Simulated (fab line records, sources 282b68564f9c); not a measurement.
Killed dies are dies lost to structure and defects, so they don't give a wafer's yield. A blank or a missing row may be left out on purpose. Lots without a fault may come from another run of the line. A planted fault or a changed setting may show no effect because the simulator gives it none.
Tool commonality check | flow rit_cmos | 16 lots, 48 wafers sampled

WHY IT WAS OPENED
At RIT_PRETRO_OVL_MEAS_06 the reading PRETRO_OVL is flagged on 4 of 16 lots. Wafers without a fault read 0.4 nm, standard deviation 1.3.
Rule: a lot is flagged when every wafer of it that has a number lies more than 4 standard deviations from that mean, or none has a number. The other lots count as sound.

lot  | measured    | on         | PRETRO_OVL (nm), wafer by wafer | flag
L584 | day 2 08:37 | overlay-02 | -0.4 0.8 0.4                    |
L585 | day 2 13:55 | overlay-02 | 0.2 -0.2 -1.0                   |
L587 | day 2 21:43 | overlay-01 | 1.2 1.2 2.9                     |
L589 | day 3 09:47 | overlay-01 | -0.6 1.6 0.2                    |
L590 | day 3 13:34 | overlay-01 | 1.6 0.3 -0.5                    |
L591 | day 3 18:31 | overlay-01 | 1.3 1.2 -0.3                    |
L592 | day 3 23:15 | overlay-02 | 0.6 0.0 0.0                     |
L593 | day 4 04:53 | overlay-01 | -0.2 -0.3 1.6                   |
L594 | day 4 09:50 | overlay-01 | -1.0 1.0 -0.4                   |
L595 | day 4 14:04 | overlay-02 | 0.2 -1.3 0.1                    |
L598 | day 5 05:11 | overlay-01 | -0.2 0.3 -0.6                   |
L599 | day 5 09:49 | overlay-02 | -150.7 -150.9 -150.1            | FLAGGED
L602 | day 6 04:22 | overlay-01 | -149.3 -150.3 -149.8            | FLAGGED
L603 | day 6 09:29 | overlay-02 | -151.2 -149.1 -151.9            | FLAGGED
L604 | day 6 15:53 | overlay-01 | -148.7 -150.1 -149.5            | FLAGGED
L605 | day 6 21:25 | overlay-01 | 0.4 1.4 -0.3                    |
The numbers of the flagged lots are -150.1 nm on average: -150.5 nm against the usual, or -99 or more standard deviations.

WHICH TOOL RAN EACH LOT
The record holds 1 process step before the reading, out of a route of 202 steps. In each cell: the tool, then ch and the chambers that the sampled wafers went through, then the start.
lot  | flag    | RIT_PRETRO_EXPOSE_03
L584 |         | iline_stepper-02 ch 0, day 2 08:11
L585 |         | iline_stepper-02 ch 0, day 2 13:29
L587 |         | iline_stepper-01 ch 0, day 2 21:17
L589 |         | iline_stepper-01 ch 0, day 3 09:22
L590 |         | iline_stepper-02 ch 0, day 3 13:08
L591 |         | iline_stepper-02 ch 0, day 3 18:05
L592 |         | iline_stepper-01 ch 0, day 3 22:49
L593 |         | iline_stepper-01 ch 0, day 4 04:29
L594 |         | iline_stepper-02 ch 0, day 4 09:17
L595 |         | iline_stepper-02 ch 0, day 4 13:39
L598 |         | iline_stepper-01 ch 0, day 5 04:45
L599 | FLAGGED | iline_stepper-02 ch 0, day 5 09:23
L602 | FLAGGED | iline_stepper-02 ch 0, day 6 03:56
L603 | FLAGGED | iline_stepper-02 ch 0, day 6 09:05
L604 | FLAGGED | iline_stepper-02 ch 0, day 6 15:28
L605 |         | iline_stepper-01 ch 0, day 6 20:55
What these steps do:
- RIT_PRETRO_EXPOSE_03: exposes mask M5, target cd 43700 nm.
- RIT_PRETRO_OVL_MEAS_06

FLAGGED OVER TOTAL, TOOL BY TOOL (the gauges that took the reading come last)
step                   | tool             | lots run | flagged | share of the flagged lots | sound lots run after its first flagged lot
RIT_PRETRO_EXPOSE_03   | iline_stepper-01 | 6        | 0       | none                      | -
RIT_PRETRO_EXPOSE_03   | iline_stepper-02 | 10       | 4       | all                       | 0
RIT_PRETRO_OVL_MEAS_06 | overlay-01       | 10       | 2       | some                      | 1 (L605)
RIT_PRETRO_OVL_MEAS_06 | overlay-02       | 6        | 2       | some                      | 0

WHAT THE TABLE ALLOWS
1 row of the table ran every flagged lot: iline_stepper-02 at RIT_PRETRO_EXPOSE_03.
- iline_stepper-02 at RIT_PRETRO_EXPOSE_03: 4 of its 10 lots flagged. Its last sound lot is L595 (day 4 13:39), its first flagged lot L599 (day 5 09:23): a fault that began between those two fits.
One tool is left: iline_stepper-02 at RIT_PRETRO_EXPOSE_03.

WHAT THE SIMULATOR HAD PUT IN
Scanner matching overlay: iline_stepper-02, from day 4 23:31 on, at RIT_PRETRO_EXPOSE_03. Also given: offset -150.
Lots struck among those shown: L599, L602, L603, L604. The rule above found the same.
